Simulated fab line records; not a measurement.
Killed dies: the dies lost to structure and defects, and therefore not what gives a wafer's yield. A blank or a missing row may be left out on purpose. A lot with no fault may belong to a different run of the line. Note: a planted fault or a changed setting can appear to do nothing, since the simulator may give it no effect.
fab line records	flow ritCmos
[record] lots = 5	wafers = 23
route steps=202 shown GATE@89 NLDD@105 PLDD@115 SPACER@128 NSD@139 PSD@149 SDANNEAL@156 SILICIDE@162 CONTACT@175 M1@202
startH: hours from the record's first day to the start of the lot's first wafer shown	waitH: hours from the lot's prior step to this one	" same as the row above	L1.1+2: a row that stands for several wafers	- either no value or no given start	* or withheld: withheld	< > ~ a bound
route shown NAME@n: a module of which the file shows steps, and the number in the route of the first	usual: average and standard deviation across the fault-free wafers	same: alike in all rows	chamber/n: place in a boat	sites: the reading at each site	_std_site: the values' standard deviation	_edge_site: mean of outer sites minus mean of inner sites	radiusMm: how far each site lies from the wafer's centre	mask NAME#n: copy n	behind: tool/chamber where the wafer was last shaped	hold: the reason the lot was held/the length of the hold in hours/how it ended	device: the n, p or np transistor that did not switch	end of line: the route-end tests of the same wafers	where a step has no rows: the recipe by itself	killed: count of dies lost to structure and defects at first sort (not the wafer's yield)	map: a wafer's dies, x killed, . not, _ none there
set.NAME: the setting that was run; set.NAME@STEP: the one run at that earlier step	model.NAME: the simulator's own value behind a step, which no gauge read
lots whose settings were changed on purpose; a table a step, a row a wafer
[[steps]]
[step RIT_GATE_EXPOSE_13]
[recipe] maskId = M6	na = 0.6	sourceShape = conventional	sigmaOuter = 0.6	targetCdNm = 150	doseMj = 380
lot.wafer	tool	chamber	startH	waitH	mask	set.doseMj
L074.3+5+6	ilineStepper-01	0	39.90	0.5	M6#0	380
L078.1+4+5	ilineStepper-02	0	57.21	0.2	M6#0	369.9
L078.2+3	"	0	"	"	M6#0	380
L079.1+3+4+5+6	ilineStepper-01	0	65.63	0.2	M6#0	380
L083.2+3+5	ilineStepper-01	0	85.80	0.2	M6#0	380
L083.4+6	"	0	"	"	M6#0	388.8
L085.2+4+5	ilineStepper-01	0	94.02	0.1	M6#0	401.2
L085.3+6	"	0	"	"	M6#0	380
[step RIT_GATE_PEB_14]
[recipe] resist = NOVOLAK	tempC = withheld	timeS = withheld
[step RIT_GATE_DEVELOP_15]
[recipe] resist = NOVOLAK	developTimeS = 50	devTempC = 21.8
lot.wafer	tool	chamber	startH	waitH	set.doseMj@GATE_EXPOSE_13	model.GATE.cdNm
L074.3+5	lithoTrack-03	0	-	-	380	145.2
L074.6	"	0	"	"	380	148.2
L078.1	lithoTrack-03	0	-	-	369.9	169.6
L078.2	"	0	"	"	380	155.3
L078.3	"	0	"	"	380	152.9
L078.4	"	0	"	"	369.9	168.8
L078.5	"	0	"	"	369.9	168.5
L079.1	lithoTrack-03	0	-	-	380	150.1
L079.3	"	0	"	"	380	148.7
L079.4	"	0	"	"	380	145.5
L079.5	"	0	"	"	380	147.3
L079.6	"	0	"	"	380	148.9
L083.2	lithoTrack-03	0	-	-	380	148.4
L083.3	"	0	"	"	380	148.7
L083.4	"	0	"	"	388.8	135.5
L083.5	"	0	"	"	380	146.3
L083.6	"	0	"	"	388.8	137.8
L085.2	lithoTrack-04	0	-	-	401.2	115.7
L085.3	"	0	"	"	380	143.9
L085.4	"	0	"	"	401.2	116
L085.5	"	0	"	"	401.2	116.5
L085.6	"	0	"	"	380	144
[step RIT_GATE_CD_MEAS_16]
[recipe] targetCdNm = 150
[usual] cdNm = 148.8/2.9
lot.wafer	tool	chamber	startH	waitH	set.doseMj@GATE_EXPOSE_13	cdNm
L074.3	cdSem-01	-	40.30	-	380	145.2
L074.5	"	-	"	"	380	145.3
L074.6	"	-	"	"	380	147.9
L078.1	cdSem-01	-	57.65	-	369.9	169.8
L078.2	"	-	"	"	380	155.3
L078.3	"	-	"	"	380	153.3
L078.4	"	-	"	"	369.9	168.8
L078.5	"	-	"	"	369.9	168.4
L079.1	cdSem-01	-	66.03	-	380	150.3
L079.3	"	-	"	"	380	148.8
L079.4	"	-	"	"	380	145.7
L079.5	"	-	"	"	380	147.2
L079.6	"	-	"	"	380	149.0
L083.2	cdSem-02	-	86.20	-	380	148.2
L083.3	"	-	"	"	380	148.5
L083.4	"	-	"	"	388.8	135.3
L083.5	"	-	"	"	380	146.4
L083.6	"	-	"	"	388.8	138.0
L085.2	cdSem-01	-	94.42	-	401.2	115.4
L085.3	"	-	"	"	380	144.0
L085.4	"	-	"	"	401.2	116.0
L085.5	"	-	"	"	401.2	116.8
L085.6	"	-	"	"	380	144.1
[step RIT_GATE_HARDBAKE_18]
[recipe] resist = NOVOLAK	tempC = 140	timeS = 60
[step RIT_GATE_ETCH_19]
[recipe] chemistry = SF6/CHF3/O2	timeS = 165	SF6_flow_sccm = 30	CHF3_flow_sccm = 30	O2_flow_sccm = 5	target = poly-Si	pressureMtorr = 40	rfW = 160	targetDepthA = 3125	overEtchFrac = 0.25	stopOn = SiO2
[step RIT_GATE_STRIP_20]
[recipe] chemistry = O2	timeS = 180	resist = NOVOLAK	platenTempC = withheld	powerW = 500	pressureMtorr = 4000	o2FlowSccm = 4000
[step RIT_GATE_CD_MEAS_90]
[recipe] targetCdNm = 150
[usual] cdNm = 148.7/2.9
lot.wafer	tool	chamber	startH	waitH	set.doseMj@GATE_EXPOSE_13	cdNm
L074.3	cdSem-01	-	40.89	0.1	380	145.6
L074.5	"	-	"	"	380	145.3
L074.6	"	-	"	"	380	147.7
L078.1	cdSem-02	-	58.24	0.1	369.9	169.7
L078.2	"	-	"	"	380	155.3
L078.3	"	-	"	"	380	153.4
L078.4	"	-	"	"	369.9	169.0
L078.5	"	-	"	"	369.9	168.4
L079.1	cdSem-01	-	66.62	0.1	380	150.4
L079.3	"	-	"	"	380	148.7
L079.4	"	-	"	"	380	145.6
L079.5	"	-	"	"	380	147.0
L079.6	"	-	"	"	380	149.0
L083.2	cdSem-02	-	86.79	0.1	380	148.5
L083.3	"	-	"	"	380	149.1
L083.4	"	-	"	"	388.8	135.3
L083.5	"	-	"	"	380	146.4
L083.6	"	-	"	"	388.8	137.7
L085.2	cdSem-02	-	95.01	0.1	401.2	115.5
L085.3	"	-	"	"	380	144.1
L085.4	"	-	"	"	401.2	115.9
L085.5	"	-	"	"	401.2	116.8
L085.6	"	-	"	"	380	144.1
[step RIT_NLDD_SOFTBAKE_02]
[recipe] resist = NOVOLAK	tempC = 90	timeS = 60
lot.wafer	tool	chamber	startH	waitH	set.tempC
L074.3+5+6	lithoTrack-03	0	44.34	0.1	90
L078.1+3	lithoTrack-04	0	61.92	0.1	90
L078.2+4+5	"	0	"	"	93.41
L079.1+4+5	lithoTrack-03	0	70.88	0.1	90
L079.3+6	"	0	"	"	91.9
L083.2+5	lithoTrack-03	0	91.39	0.1	86.65
L083.3+4+6	"	0	"	"	90
L085.2+3+5	lithoTrack-04	0	98.44	0.1	90
L085.4+6	"	0	"	"	88.5
[step RIT_NLDD_EXPOSE_03]
[recipe] maskId = M7	na = 0.57	targetCdNm = 40700	doseMj = 250
[step RIT_NLDD_PEB_04]
[recipe] resist = NOVOLAK	tempC = withheld	timeS = withheld
[step RIT_NLDD_DEVELOP_05]
[recipe] resist = NOVOLAK	developTimeS = 50	devTempC = 23
lot.wafer	tool	chamber	startH	waitH	set.tempC@NLDD_SOFTBAKE_02	model.NOVOLAK_of_NLDD_COAT_01.thkNm
L074.3+5	lithoTrack-04	0	-	-	90	1001
L074.6	"	0	"	"	90	1002
L078.1	lithoTrack-03	0	-	-	90	1001
L078.2	"	0	"	"	93.41	988.1
L078.3	"	0	"	"	90	1002
L078.4	"	0	"	"	93.41	989.3
L078.5	"	0	"	"	93.41	990.2
L079.1	lithoTrack-03	0	-	-	90	996.9
L079.3	"	0	"	"	91.9	994.8
L079.4	"	0	"	"	90	1002
L079.5	"	0	"	"	90	996.3
L079.6	"	0	"	"	91.9	991.3
L083.2	lithoTrack-03	0	-	-	86.65	1010
L083.3+4+6	"	0	"	"	90	1001
L083.5	"	0	"	"	86.65	1007
L085.2+5	lithoTrack-04	0	-	-	90	998.3
L085.3	"	0	"	"	90	1000
L085.4+6	"	0	"	"	88.5	1002
[step RIT_PLDD_COAT_01]
[recipe] resist = NOVOLAK	spinRpm = 3250	resistThkNm = 1000
lot.wafer	tool	chamber	startH	waitH	set.resistThkNm	model.NOVOLAK_of_PLDD_COAT_01.thkNm
L074.3	lithoTrack-04	0	45.83	0.1	1000	999.9
L074.5	"	0	"	"	1000	999.1
L074.6	"	0	"	"	1000	999.7
L078.1+2	lithoTrack-01	0	63.19	0.1	1000	1002
L078.3	"	0	"	"	963.6	966.1
L078.4	"	0	"	"	1000	1005
L078.5	"	0	"	"	963.6	965.2
L079.1+6	lithoTrack-01	0	72.15	0.1	1000	1002
L079.3	"	0	"	"	1000	998.4
L079.4	"	0	"	"	1000	1003
L079.5	"	0	"	"	1000	999
L083.2	lithoTrack-02	0	93.04	0.1	1000	994.7
L083.3	"	0	"	"	1000	994.3
L083.4	"	0	"	"	949.4	945.6
L083.5	"	0	"	"	949.4	947.7
L083.6	"	0	"	"	1000	997.4
L085.2	lithoTrack-01	0	99.77	0.1	1000	998.3
L085.3	"	0	"	"	1000	999.1
L085.4	"	0	"	"	1000	1001
L085.5	"	0	"	"	1000	998.7
L085.6	"	0	"	"	1000	1000
[step RIT_PLDD_SOFTBAKE_02]
[recipe] resist = NOVOLAK	tempC = 90	timeS = 60
[step RIT_PLDD_EXPOSE_03]
[recipe] maskId = M8	na = 0.57	targetCdNm = 40900	doseMj = 250
[step RIT_PLDD_DEVELOP_05]
[recipe] resist = NOVOLAK	developTimeS = 50	devTempC = 23
[step RIT_PLDD_HARDBAKE_07]
[recipe] resist = NOVOLAK	tempC = 140	timeS = 60
lot.wafer	tool	chamber	startH	waitH	set.resistThkNm@PLDD_COAT_01	model.NOVOLAK_of_PLDD_COAT_01.thkNm
L074.3	lithoTrack-04	0	46.75	0.1	1000	883.7
L074.5	"	0	"	"	1000	883
L074.6	"	0	"	"	1000	883.5
L078.1	lithoTrack-02	0	63.93	0.0	1000	885.7
L078.2	"	0	"	"	1000	885.2
L078.3	"	0	"	"	963.6	854.1
L078.4	"	0	"	"	1000	888
L078.5	"	0	"	"	963.6	853.4
L079.1	lithoTrack-01	0	72.89	0.0	1000	885.9
L079.3	"	0	"	"	1000	882.3
L079.4	"	0	"	"	1000	886
L079.5	"	0	"	"	1000	882.9
L079.6	"	0	"	"	1000	885.5
L083.2	lithoTrack-04	0	93.77	0.0	1000	879.2
L083.3	"	0	"	"	1000	878.8
L083.4	"	0	"	"	949.4	836.2
L083.5	"	0	"	"	949.4	838
L083.6	"	0	"	"	1000	881.4
L085.2	lithoTrack-04	0	100.67	0.0	1000	882.2
L085.3	"	0	"	"	1000	883
L085.4	"	0	"	"	1000	884.4
L085.5	"	0	"	"	1000	882.7
L085.6	"	0	"	"	1000	884.1
[step RIT_SPACER_CVD_03]
[recipe] material = Si3N4	targetThkNm = 250	tempC = 810	precursor = SiH2Cl2/NH3	timeS = 3300	pressureMtorr = 300	sih2cl2FlowSccm = 60	nh3FlowSccm = 150
lot.wafer	tool	chamber	startH	waitH	set.sih2cl2FlowSccm	model.Si3N4_of_SPACER_CVD_03.thkNm
L074.3	lpcvd-01	1	48.87	1.2	60	249.4
L074.5	"	1	"	"	60	250.7
L074.6	"	1	"	"	60	250.3
L078.1+3	-	-	-	0.1	67.22	260.9
L078.2	"	-	"	"	67.22	259.2
L078.4+5	"	-	"	"	67.22	259.4
L079.1+5	-	-	-	0.0	57.17	246.7
L079.3	"	-	"	"	57.17	245.9
L079.4	"	-	"	"	57.17	247.6
L079.6	"	-	"	"	57.17	247
L083.2	-	-	-	0.0	60	252.4
L083.3	"	-	"	"	60	252.3
L083.4	"	-	"	"	60	251.8
L083.5	"	-	"	"	60	253.1
L083.6	"	-	"	"	60	251.7
L085.2+6	-	-	-	0.0	60	250
L085.3	"	-	"	"	60	251.4
L085.4	"	-	"	"	60	251.5
L085.5	"	-	"	"	60	250.5
[step RIT_SPACER_THK_MEAS_04]
[recipe] reads = Si3N4_of_SPACER_CVD_03
[usual] SPACER_NITRIDE_THK = 250.0/1.5
lot.wafer	tool	chamber	startH	waitH	set.sih2cl2FlowSccm@SPACER_CVD_03	SPACER_NITRIDE_THK[nm]
L074.3	filmMetro-03	-	51.76	0.0	60	249.6
L074.5	"	-	"	"	60	250.5
L074.6	"	-	"	"	60	250.5
L078.1	filmMetro-03	-	-	-	67.22	261.0
L078.2	"	-	"	"	67.22	259.3
L078.3	"	-	"	"	67.22	260.9
L078.4	"	-	"	"	67.22	259.4
L078.5	"	-	"	"	67.22	259.4
L079.1	filmMetro-02	-	-	-	57.17	246.6
L079.3	"	-	"	"	57.17	245.9
L079.4	"	-	"	"	57.17	247.7
L079.5	"	-	"	"	57.17	246.5
L079.6	"	-	"	"	57.17	247.0
L083.2	filmMetro-03	-	-	-	60	252.4
L083.3	"	-	"	"	60	252.4
L083.4	"	-	"	"	60	252.0
L083.5	"	-	"	"	60	253.0
L083.6	"	-	"	"	60	251.7
L085.2	filmMetro-03	-	-	-	60	249.9
L085.3	"	-	"	"	60	251.4
L085.4	"	-	"	"	60	251.5
L085.5	"	-	"	"	60	250.4
L085.6	"	-	"	"	60	250.1
[step RIT_SPACER_ETCHBACK_05]
[recipe] targetDepthA = 2500	SF6_flow_sccm = 30	CHF3_flow_sccm = 30	target = Si3N4	chemistry = SF6/CHF3	pressureMtorr = 40	rfW = 250	timeS = 240	stopOn = SiO2
lot.wafer	tool	chamber	startH	waitH	set.sih2cl2FlowSccm@SPACER_CVD_03	model.etch.depthNm
L074.3	rieDiel-04	2	51.80	0.0	60	249.4
L074.5	"	2	"	"	60	250.7
L074.6	"	3	"	"	60	250.3
L078.1+3	rieDiel-04	1,3	66.96	0.1	67.22	260.9
L078.2	"	0	"	"	67.22	259.2
L078.4+5	"	2,0	"	"	67.22	259.4
L079.1+5	rieDiel-04	0,2	75.77	0.1	57.17	246.7
L079.3	"	1	"	"	57.17	245.9
L079.4	"	3	"	"	57.17	247.6
L079.6	"	3	"	"	57.17	247
L083.2	rieDiel-04	1	96.63	0.0	60	252.4
L083.3	"	3	"	"	60	252.3
L083.4	"	0	"	"	60	251.8
L083.5	"	2	"	"	60	253.1
L083.6	"	1	"	"	60	251.7
L085.2+6	rieDiel-04	0,2	104.49	0.0	60	250
L085.3	"	3	"	"	60	251.4
L085.4	"	1	"	"	60	251.5
L085.5	"	1	"	"	60	250.5
[step RIT_NSD_IMPLANT_08]
[recipe] species = P	energyKev = 25	doseCm2 = 1e+15	tiltDeg = 7
lot.wafer	tool	chamber	startH	waitH	set.doseCm2
L074.3+5+6	implanter-03	0	53.40	0.1	1e+15
L078.1+2+3+4+5	implanter-02	0	68.27	0.1	1e+15
L079.1+5+6	implanter-02	0	76.95	0.1	1e+15
L079.3+4	"	0	"	"	1.027e+15
L083.2+3	implanter-02	0	97.84	0.1	1.053e+15
L083.4+5+6	"	0	"	"	1e+15
L085.2+4+6	implanter-03	0	105.70	0.1	9.311e+14
L085.3+5	"	0	"	"	1e+15
[step RIT_PSD_HARDBAKE_07]
[recipe] resist = NOVOLAK	tempC = 140	timeS = 60
lot.wafer	tool	chamber	startH	waitH	set.tempC
L074.3+5+6	lithoTrack-02	0	54.80	0.1	140
L078.1+2+3+4+5	lithoTrack-04	0	69.66	0.0	140
L079.1+3+4	lithoTrack-04	0	78.23	0.0	140
L079.5+6	"	0	"	"	138.6
L083.2+3+4+5+6	lithoTrack-03	0	99.31	0.0	140
L085.2+5	lithoTrack-03	0	106.99	0.1	140
L085.3+4+6	"	0	"	"	138.9
[step RIT_PSD_IMPLANT_08]
[recipe] species = BF2	energyKev = 26.55	doseCm2 = 5e+15	tiltDeg = 7
[step RIT_PSD_STRIP_09]
[recipe] chemistry = O2	timeS = 180	resist = NOVOLAK	platenTempC = withheld	powerW = 500	pressureMtorr = 4000	o2FlowSccm = 4000
[step RIT_SDANNEAL_RTA_03]
[recipe] tempC = 1050	timeS = 5	idleTempC = 600	rampUpCPerS = 342	rampDownCPerS = 171	coolToC = 600	ambient = N2
[step RIT_SDANNEAL_RS_MEAS_05]
[recipe] thkMeasGauge = four-point-probe
[usual] NSD_RS = 84.5/0.31
lot.wafer	tool	chamber	startH	waitH	set.doseCm2@NSD_IMPLANT_08	NSD_RS[ohm/sq]
L074.3	filmMetro-02	-	55.90	0.1	1e+15	84.8
L074.5	"	-	"	"	1e+15	84.9
L074.6	"	-	"	"	1e+15	85.1
L078.1	filmMetro-04	-	70.80	0.1	1e+15	84.4
L078.2	"	-	"	"	1e+15	84.1
L078.3	"	-	"	"	1e+15	84.2
L078.4	"	-	"	"	1e+15	84.3
L078.5	"	-	"	"	1e+15	84.2
L079.1	filmMetro-03	-	79.51	0.1	1e+15	84.3
L079.3	"	-	"	"	1.027e+15	82.6
L079.4	"	-	"	"	1.027e+15	82.7
L079.5	"	-	"	"	1e+15	84.2
L079.6	"	-	"	"	1e+15	84.6
L083.2	filmMetro-03	-	100.39	0.1	1.053e+15	81.4
L083.3	"	-	"	"	1.053e+15	81.1
L083.4	"	-	"	"	1e+15	84.7
L083.5	"	-	"	"	1e+15	84.7
L083.6	"	-	"	"	1e+15	84.7
L085.2	filmMetro-04	-	108.08	0.1	9.311e+14	88.8
L085.3	"	-	"	"	1e+15	84.5
L085.4	"	-	"	"	9.311e+14	88.8
L085.5	"	-	"	"	1e+15	84.4
L085.6	"	-	"	"	9.311e+14	88.9
[step RIT_SILICIDE_SPUTTER_01]
[recipe] material = Ti	targetThkNm = 30	powerW = 350	chamberPressurePa = 0.667	gas = Ar	timeS = 240	substrateTempC = 25
lot.wafer	tool	chamber	startH	waitH	set.timeS	model.Ti_of_SILICIDE_SPUTTER_01.thkNm
L074.3	pvdSputter-01	-	56.23	0.0	240	29.84
L074.5	"	-	"	"	240	29.82
L074.6	"	-	"	"	240	29.94
L078.1	pvdSputter-04	-	71.17	0.0	240	29.61
L078.2	"	-	"	"	240	29.35
L078.3	"	-	"	"	240	29.43
L078.4	"	-	"	"	240	29.29
L078.5	"	-	"	"	240	29.25
L079.1	pvdSputter-02	-	79.89	0.0	265	33.28
L079.3	"	-	"	"	240	30.05
L079.4	"	-	"	"	240	29.34
L079.5	"	-	"	"	265	32.87
L079.6	"	-	"	"	240	29.42
L083.2	pvdSputter-02	-	100.74	0.0	240	29.54
L083.3	"	-	"	"	240	29.71
L083.4	"	-	"	"	262.9	31.78
L083.5	"	-	"	"	240	29.9
L083.6	"	-	"	"	262.9	32.67
L085.2	pvdSputter-02	-	108.44	0.0	254.2	31.26
L085.3	"	-	"	"	254.2	31.37
L085.4	"	-	"	"	254.2	31.01
L085.5	"	-	"	"	240	29.16
L085.6	"	-	"	"	240	29.56
[step RIT_SILICIDE_RS_MEAS_02]
[recipe] thkMeasGauge = four-point-probe	reads = Ti_of_SILICIDE_SPUTTER_01
[usual] SILICIDE_TI_RS = 48.6/0.68
lot.wafer	tool	chamber	startH	waitH	set.timeS@SILICIDE_SPUTTER_01	SILICIDE_TI_RS[ohm/sq]
L074.3	filmMetro-01	-	56.42	0.1	240	48.2
L074.5	"	-	"	"	240	48.3
L074.6	"	-	"	"	240	48.0
L078.1	filmMetro-02	-	71.32	0.1	240	48.7
L078.2	"	-	"	"	240	49.2
L078.3	"	-	"	"	240	49.0
L078.4	"	-	"	"	240	49.4
L078.5	"	-	"	"	240	49.4
L079.1	filmMetro-04	-	80.04	0.1	265	42.1
L079.3	"	-	"	"	240	47.8
L079.4	"	-	"	"	240	49.3
L079.5	"	-	"	"	265	42.7
L079.6	"	-	"	"	240	49.0
L083.2	filmMetro-01	-	100.91	0.1	240	48.8
L083.3	"	-	"	"	240	48.4
L083.4	"	-	"	"	262.9	44.5
L083.5	"	-	"	"	240	48.1
L083.6	"	-	"	"	262.9	43.0
L085.2	filmMetro-01	-	108.61	0.1	254.2	45.6
L085.3	"	-	"	"	254.2	45.2
L085.4	"	-	"	"	254.2	45.9
L085.5	"	-	"	"	240	49.7
L085.6	"	-	"	"	240	48.8
[step RIT_SILICIDE_THK_MEAS_03]
[recipe] thkMeasGauge = xrf	reads = Ti_of_SILICIDE_SPUTTER_01
[usual] SILICIDE_TI_THK = 30.0/0.37
lot.wafer	tool	chamber	startH	waitH	set.timeS@SILICIDE_SPUTTER_01	SILICIDE_TI_THK[nm]
L074.3	filmMetro-01	-	56.52	0.1	240	30.2
L074.5	"	-	"	"	240	30.1
L074.6	"	-	"	"	240	30.3
L078.1	filmMetro-02	-	71.44	0.1	240	30.0
L078.2	"	-	"	"	240	29.7
L078.3	"	-	"	"	240	29.8
L078.4	"	-	"	"	240	29.6
L078.5	"	-	"	"	240	29.6
L079.1	filmMetro-04	-	80.16	0.1	265	33.8
L079.3	"	-	"	"	240	30.5
L079.4	"	-	"	"	240	29.6
L079.5	"	-	"	"	265	33.3
L079.6	"	-	"	"	240	29.8
L083.2	filmMetro-01	-	101.02	0.1	240	30.0
L083.3	"	-	"	"	240	30.1
L083.4	"	-	"	"	262.9	32.3
L083.5	"	-	"	"	240	30.3
L083.6	"	-	"	"	262.9	33.1
L085.2	filmMetro-01	-	108.72	0.1	254.2	31.7
L085.3	"	-	"	"	254.2	31.8
L085.4	"	-	"	"	254.2	31.4
L085.5	"	-	"	"	240	29.4
L085.6	"	-	"	"	240	30.0
[step RIT_CONTACT_DEVELOP_07]
[recipe] resist = NOVOLAK	developTimeS = 120	devTempC = 23
lot.wafer	tool	chamber	startH	waitH	set.developTimeS
L074.3+5+6	lithoTrack-01	0	-	-	120
L078.1+2+3+4+5	lithoTrack-03	0	-	-	120
L079.1+4+6	lithoTrack-04	0	-	-	120
L079.3+5	"	0	"	"	136.9
L083.2+3+6	lithoTrack-04	0	-	-	120
L083.4+5	"	0	"	"	129.9
L085.2+4	lithoTrack-03	0	-	-	120
L085.3+5+6	"	0	"	"	134.1
[step RIT_CONTACT_CD_MEAS_08]
[recipe] targetCdNm = 1000
[usual] cdNm = 1000.2/2.6
lot.wafer	tool	chamber	startH	waitH	set.developTimeS@CONTACT_DEVELOP_07	cdNm
L074.3	cdSem-01	-	57.89	-	120	997.5
L074.5	"	-	"	"	120	998.8
L074.6	"	-	"	"	120	999.3
L078.1	cdSem-01	-	72.87	-	120	997.7
L078.2	"	-	"	"	120	998.6
L078.3	"	-	"	"	120	995.1
L078.4	"	-	"	"	120	996.4
L078.5	"	-	"	"	120	997.0
L079.1	cdSem-01	-	81.67	-	120	999.9
L079.3	"	-	"	"	136.9	1008.9
L079.4	"	-	"	"	120	998.3
L079.5	"	-	"	"	136.9	1011.3
L079.6	"	-	"	"	120	1000.7
L083.2	cdSem-01	-	102.47	-	120	1003.6
L083.3	"	-	"	"	120	1004.3
L083.4	"	-	"	"	129.9	1009.7
L083.5	"	-	"	"	129.9	1010.4
L083.6	"	-	"	"	120	1005.5
L085.2	cdSem-01	-	110.04	-	120	1005.1
L085.3	"	-	"	"	134.1	1010.8
L085.4	"	-	"	"	120	1002.6
L085.5	"	-	"	"	134.1	1011.3
L085.6	"	-	"	"	134.1	1011.9
[step RIT_M1_PROBE_99]
lot.wafer	tool	chamber	startH	waitH	set.doseMj@GATE_EXPOSE_13	model.etest.nmos_0p3.rOnOhmUm	model.etest.pmos_0p15.rOnOhmUm	model.etest.pmosTurned.rOnOhmUm
L074.3	prober-02	-	65.02	0.2	380	2117	2681	3411
L074.5	prober-02	-	65.12	0.2	380	2101	2679	3423
L074.6	prober-02	-	65.17	0.2	380	2156	2809	3516
L078.1	prober-02	-	79.01	0.1	369.9	2037	2893	3441
L078.2	prober-02	-	79.06	0.1	380	1970	2518	3054
L078.3	prober-02	-	79.11	0.2	380	1981	2496	3069
L078.4	prober-02	-	79.16	0.2	369.9	2059	2842	3412
L078.5	prober-02	-	79.21	0.2	369.9	2064	2783	3335
L079.1	prober-01	-	87.01	0.1	380	2235	2904	3579
L079.3	prober-01	-	87.11	0.2	380	2158	2765	3459
L079.4	prober-01	-	87.16	0.2	380	2197	2722	3429
L079.5	prober-01	-	87.21	0.2	380	2204	2793	3496
L079.6	prober-01	-	87.26	0.2	380	2201	2775	3461
L085.2	prober-01	-	115.37	0.1	401.2	2644	2328	3073
L085.3	prober-01	-	115.42	0.2	380	2732	3158	3926
L085.4	prober-01	-	115.47	0.2	401.2	2601	2299	3071
L085.5	prober-01	-	115.52	0.2	401.2	2571	2268	3041
L085.6	prober-01	-	115.57	0.2	380	2818	3221	4032
// killed by level:class
L074.3 FOX1:geometricParticle:open=3 GATE:geometricParticle:open=3 REOX:geometricParticle:short=3 REOX:geometricParticle:open=3 SPACER:geometricParticle:open=2 GATE:geometricParticle:short=1 SPACER:geometricParticle:short=1 SILICIDE:geometricParticle:open=1
L074.5 SPACER:geometricParticle:open=4 GATE:geometricParticle:short=3 FOX1:geometricParticle:open=2 REOX:geometricParticle:short=2 FOX1:geometricParticle:short=1 FOX2:geometricParticle:short=1 CONTACT:geometricParticle:short=1
L074.6 FOX2:geometricParticle:short=2 SPACER:geometricParticle:short=2 SPACER:geometricParticle:open=2 FOX1:geometricParticle:short=1 FOX1:geometricParticle:open=1 FOX2:geometricParticle:open=1 GATE:geometricParticle:open=1
[[key]]
[split] step = RIT_GATE_EXPOSE_13	setting = doseMj	stated = 380	by = wafer
[response] step = RIT_GATE_DEVELOP_15	reading = model.GATE.cdNm	change = -5.07	per = 1%	r = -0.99
[response] step = RIT_GATE_CD_MEAS_16	reading = cdNm	change = -5.07	per = 1%	r = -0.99
[response] step = RIT_GATE_CD_MEAS_90	reading = cdNm	change = -5.1	per = 1%	r = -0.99
[response] step = RIT_M1_PROBE_99	reading = model.etest.nmos_0p3.rOnOhmUm	change = -30.1	per = 1%	r = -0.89
[response] step = RIT_M1_PROBE_99	reading = model.etest.pmos_0p15.rOnOhmUm	change = -153	per = 1%	r = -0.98
[response] step = RIT_M1_PROBE_99	reading = model.etest.pmosTurned.rOnOhmUm	change = -157	per = 1%	r = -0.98
[split] step = RIT_NLDD_SOFTBAKE_02	setting = tempC	stated = 90	by = wafer
[response] step = RIT_NLDD_DEVELOP_05	reading = model.NOVOLAK_of_NLDD_COAT_01.thkNm	change = -2.54	per = 1%	r = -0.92
[split] step = RIT_PLDD_COAT_01	setting = resistThkNm	stated = 1000	by = wafer
[response] step = RIT_PLDD_COAT_01	reading = model.NOVOLAK_of_PLDD_COAT_01.thkNm	change = +9.85	per = 1%	r = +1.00
[response] step = RIT_PLDD_HARDBAKE_07	reading = model.NOVOLAK_of_PLDD_COAT_01.thkNm	change = +8.61	per = 1%	r = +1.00
[split] step = RIT_SPACER_CVD_03	setting = sih2cl2FlowSccm	stated = 60	by = lot
[response] step = RIT_SPACER_CVD_03	reading = model.Si3N4_of_SPACER_CVD_03.thkNm	change = +0.769	per = 1%	r = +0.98
[response] step = RIT_SPACER_THK_MEAS_04	reading = SPACER_NITRIDE_THK	change = +0.773	per = 1%	r = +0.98
[response] step = RIT_SPACER_ETCHBACK_05	reading = model.etch.depthNm	change = +0.769	per = 1%	r = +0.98
[split] step = RIT_NSD_IMPLANT_08	setting = doseCm2	stated = 1e+15	by = wafer
[response] step = RIT_SDANNEAL_RS_MEAS_05	reading = NSD_RS	change = -0.642	per = 1%	r = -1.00
[split] step = RIT_PSD_HARDBAKE_07	setting = tempC	stated = 140	by = wafer
response none clear
[split] step = RIT_SILICIDE_SPUTTER_01	setting = timeS	stated = 240	by = wafer
[response] step = RIT_SILICIDE_SPUTTER_01	reading = model.Ti_of_SILICIDE_SPUTTER_01.thkNm	change = +0.303	per = 1%	r = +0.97
[response] step = RIT_SILICIDE_RS_MEAS_02	reading = SILICIDE_TI_RS	change = -0.561	per = 1%	r = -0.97
[response] step = RIT_SILICIDE_THK_MEAS_03	reading = SILICIDE_TI_THK	change = +0.311	per = 1%	r = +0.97
[split] step = RIT_CONTACT_DEVELOP_07	setting = developTimeS	stated = 120	by = wafer
[response] step = RIT_CONTACT_CD_MEAS_08	reading = cdNm	change = +0.695	per = 1%	r = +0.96
